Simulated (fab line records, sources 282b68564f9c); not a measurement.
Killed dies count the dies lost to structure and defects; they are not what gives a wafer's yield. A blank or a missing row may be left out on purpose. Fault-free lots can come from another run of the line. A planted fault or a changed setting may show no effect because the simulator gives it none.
Which of the tools did it? ; flow rit-cmos ; 15 lots, 45 wafers sampled, at 2 steps of a route of 202

WHAT THE GAUGES READ, wafer by wafer
RIT_NRETRO_TW_MEAS_10. Usual: NRETRO_TW gives 1040 (standard deviation 14).
lot;measured;on;NRETRO_TW;flag
L284;day 2 06:08;film-metro-01;1030 1032 1029;
L285;day 2 10:45;film-metro-02;1040 1035 1036;
L286;day 2 17:07;film-metro-04;1046 1048 1041;
L287;day 2 21:28;film-metro-02;1035 1039 1036;
L288;day 3 03:22;film-metro-02;1038 1035 1040;
L290;day 3 12:29;film-metro-01;1026 1030 1024;
L291;day 3 17:50;film-metro-04;1062 1057 1055;
L294;day 4 11:19;film-metro-01;1026 1034 1032;
L295;day 4 16:29;film-metro-04;1068 1060 1064;
L296;day 5 02:13;film-metro-01;1024 1022 1022;
L297;day 5 05:53;film-metro-01;967 970 966;OFF
L299;day 5 13:33;film-metro-04;1055 1053 1058;
L301;day 5 20:51;film-metro-04;1001 996 996;OFF
L302;day 6 01:46;film-metro-01;966 955 965;OFF
L303;day 6 04:45;film-metro-02;1042 1043 1047;

EACH LOT AND THE TOOL THAT RAN IT (in order: tool; ch and the chambers of the sampled wafers; start)
lot;RIT_NRETRO_IMPLANT_08
L284;implanter-03 ch 0, day 2 05:49
L285;implanter-02 ch 0, day 2 10:25
L286;implanter-02 ch 0, day 2 16:49
L287;implanter-03 ch 0, day 2 21:10
L288;implanter-03 ch 0, day 3 03:02
L290;implanter-01 ch 0, day 3 12:12
L291;implanter-02 ch 0, day 3 17:31
L294;implanter-03 ch 0, day 4 11:02
L295;implanter-01 ch 0, day 4 16:10
L296;implanter-01 ch 0, day 5 01:53
L297;implanter-01 ch 0, day 5 05:35
L299;implanter-03 ch 0, day 5 13:14
L301;implanter-01 ch 0, day 5 20:32
L302;implanter-01 ch 0, day 6 01:27
L303;implanter-02 ch 0, day 6 04:25
- RIT_NRETRO_IMPLANT_08

AS READ BY THE TOOLS THEMSELVES (means over the sampled wafers that have a number; for cases with no such wafer, the mark the record gives instead)
RIT_NRETRO_IMPLANT_08. Usual: dose-ions-cm2 9.996e+12, standard deviation 1.2e+10; faraday-current-uA 31.7, standard deviation 0.64; tilt-deg 6.999 degrees, standard deviation 0.02.
lot;tool;dose-ions-cm2;faraday-current-uA;tilt-deg (degrees);flag
L284;implanter-03;9.998e+12;31.5;7.017;
L285;implanter-02;1.000e+13;30.9;7.010;
L286;implanter-02;9.998e+12;31.5;6.985;
L287;implanter-03;9.985e+12;31.3;6.992;
L288;implanter-03;1.001e+13;32.4;6.979;
L290;implanter-01;9.984e+12;31.9;7.001;
L291;implanter-02;9.997e+12;31.7;6.999;
L294;implanter-03;1.000e+13;31.4;7.009;
L295;implanter-01;9.996e+12;31.4;7.012;
L296;implanter-01;1.002e+13;32.0;6.999;
L297;implanter-01;8.302e+12;26.3;6.987;OFF
L299;implanter-03;9.988e+12;31.0;6.983;
L301;implanter-01;8.284e+12;26.1;7.001;OFF
L302;implanter-01;8.297e+12;26.5;6.995;OFF
L303;implanter-02;9.998e+12;31.4;6.997;

THE ANSWER, worked out from the rows above alone
Rule: a lot counts as off when the mean over its wafers that have a number is more than 3 standard deviations away from the usual mean. A lot without any number at a reading at which 4 lots or more have one is off too. Any other lot the step has rows for is counted as sound. After the gauges, taken in route order, come the tools' own readings; for these a lot's mean is taken, as printed above. The first step at which some lot is off is used, and at that step the reading that is off furthest; a lot without a number counts as furthest.
Off: at RIT_NRETRO_TW_MEAS_10 (NRETRO_TW), L297, L301, L302.
If a tool, at a process step before that reading, ran all the lots that are off and no sound lot after the first of them, it fits. The gauges at RIT_NRETRO_TW_MEAS_10 aren't tried: what is off there is off at RIT_NRETRO_IMPLANT_08 too, on other tools, and a gauge's error can't cause that. One fits: implanter-01 at RIT_NRETRO_IMPLANT_08. Its last sound lot is L296 (day 5 01:53), its first lot that is off L297 (day 5 05:35): a fault that began between those two fits.
The tool's own readings at RIT_NRETRO_IMPLANT_08 bear it out: on the lots that are off they differ by more than 5 times the standard deviation of the sound lots' means. dose-ions-cm2 reads 8.294e+12 there against 9.998e+12 on the sound lots; faraday-current-uA reads 26.3 there against 31.5 on the sound lots.

WHAT HAD BEEN PUT IN BY THE SIMULATOR
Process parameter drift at RIT_NRETRO_IMPLANT_08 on implanter-01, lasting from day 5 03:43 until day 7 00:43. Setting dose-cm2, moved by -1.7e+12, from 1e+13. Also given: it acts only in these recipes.
Lots struck among those shown: L297, L301, L302. The rule above reached the same finding.
